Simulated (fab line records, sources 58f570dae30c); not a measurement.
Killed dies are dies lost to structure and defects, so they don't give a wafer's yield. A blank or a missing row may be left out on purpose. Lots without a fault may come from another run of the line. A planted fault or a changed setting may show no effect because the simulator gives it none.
Split-lot experiment | flow berkeley_cmos170 | 5 lots, 23 wafers read, on a route of 331 steps

THE SPLIT
At UCB170_PFIELD_COAT_01 (resist thk 900 nm), the setting resist_thk_nm was moved away from the recipe's 900 nm on 9 of the 23 wafers read, by -3.0% to +3.0%. The other wafers ran this setting at the recipe's value.

The reading is taken at the split's own step.

THE READING
KrF_of_PFIELD_COAT_01.thk_nm (the simulator's own value, which no gauge read), in nm, at UCB170_PFIELD_COAT_01 (resist thk 900 nm). The file gives no usual value for it. The 14 wafers here that ran the recipe average 900.6 nm, standard deviation 1.8 nm.

wafer  | tool, chamber at the split | resist_thk_nm as run, nm | against the recipe | KrF_of_PFIELD_COAT_01.thk_nm, nm | against lot-mates on the recipe
L075.1 | litho_track-01, 0          | 900                      | recipe             | 901.6                            | -
L075.2 | litho_track-01, 0          | 900                      | recipe             | 900.9                            | -
L075.3 | litho_track-01, 0          | 883.3                    | -1.9%              | 883.4                            | -17.9
L075.5 | litho_track-01, 0          | 883.3                    | -1.9%              | 883.8                            | -17.5
L075.6 | litho_track-01, 0          | 883.3                    | -1.9%              | 886                              | -15.2
L077.2 | litho_track-04, 0          | 900                      | recipe             | 903.1                            | -
L077.3 | litho_track-04, 0          | 926.6                    | +3.0%              | 931.8                            | +29.3
L077.4 | litho_track-04, 0          | 900                      | recipe             | 902.2                            | -
L077.5 | litho_track-04, 0          | 900                      | recipe             | 902.2                            | -
L077.6 | litho_track-04, 0          | 926.6                    | +3.0%              | 931.6                            | +29.1
L080.1 | litho_track-02, 0          | 900                      | recipe             | 901.9                            | -
L080.2 | litho_track-02, 0          | 900                      | recipe             | 902.2                            | -
L080.3 | litho_track-02, 0          | 872.9                    | -3.0%              | 875.6                            | -26.6
L080.5 | litho_track-02, 0          | 900                      | recipe             | 902.6                            | -
L080.6 | litho_track-02, 0          | 872.9                    | -3.0%              | 874.2                            | -28.0
L083.1 | litho_track-01, 0          | 900                      | recipe             | 898.9                            | -
L083.3 | litho_track-01, 0          | 900                      | recipe             | 899                              | -
L083.4 | litho_track-01, 0          | 900                      | recipe             | 899.7                            | -
L085.2 | litho_track-04, 0          | 900                      | recipe             | 898.7                            | -
L085.3 | litho_track-04, 0          | 900                      | recipe             | 897                              | -
L085.4 | litho_track-04, 0          | 900                      | recipe             | 898.6                            | -
L085.5 | litho_track-04, 0          | 883.4                    | -1.8%              | 884.4                            | -13.7
L085.6 | litho_track-04, 0          | 883.4                    | -1.8%              | 884.7                            | -13.4

THE FIT
A straight line over all 23 wafers: KrF_of_PFIELD_COAT_01.thk_nm changes by +9.39 nm for each +1% of resist_thk_nm; r = +0.99; the points scatter about the line by 2 nm.
The same after taking each lot's own level away (the mean of its wafers on the recipe; 23 wafers): +9.22 nm for each +1%; r = +1.00; scatter 1.3 nm.
On that fit, the largest move of resist_thk_nm shifts the reading by 28 nm.
The lots' own levels span 898.10 to 902.50 nm, that is 2.4 times the standard deviation above.
So the lot-to-lot level changes the slope little: the two slopes agree.
Check: with one of the wafers moved furthest among these (-3.0%) left out of the fit, the line predicts -27.3 nm for it against its lot-mates. It came out at -26.6 nm against them.

OTHER SPLITS ON THESE WAFERS
These wafers also went through other splits before the reading. Each is held against what the fit with the lots' levels taken away leaves over:
other split on the same wafers      | wafers away from the commonest value | r with KrF_of_PFIELD_COAT_01.thk_nm (lot level and that fit taken away)
UCB170_ZERO_COAT_01 resist_thk_nm   | 6                                    | +0.25
UCB170_ZERO_PEB_04 peb_temp_c       | 5                                    | +0.06
UCB170_NWELL_COAT_07 spin_rpm       | 11                                   | +0.41
UCB170_PWELL_OXIDATION_02 ox_time_s | 15                                   | -0.05

THE WHOLE CHAIN: every reading that the file lists as answering this split, in the file's order
step                   | what it does      | reading                                                                       | change (the file's fit)              | r (the file's)
UCB170_PFIELD_COAT_01  | resist thk 900 nm | KrF_of_PFIELD_COAT_01.thk_nm (the simulator's own value, which no gauge read) | +9.13 nm for each +1% of the setting | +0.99
UCB170_PFIELD_STRIP_08 | strips in O2      | strip_time_to_endpoint_s                                                      | withheld for each +1% of the setting | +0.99

THE FILE'S OWN FIT
KrF_of_PFIELD_COAT_01.thk_nm changes by +9.13 nm for each +1% of resist_thk_nm, r = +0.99.
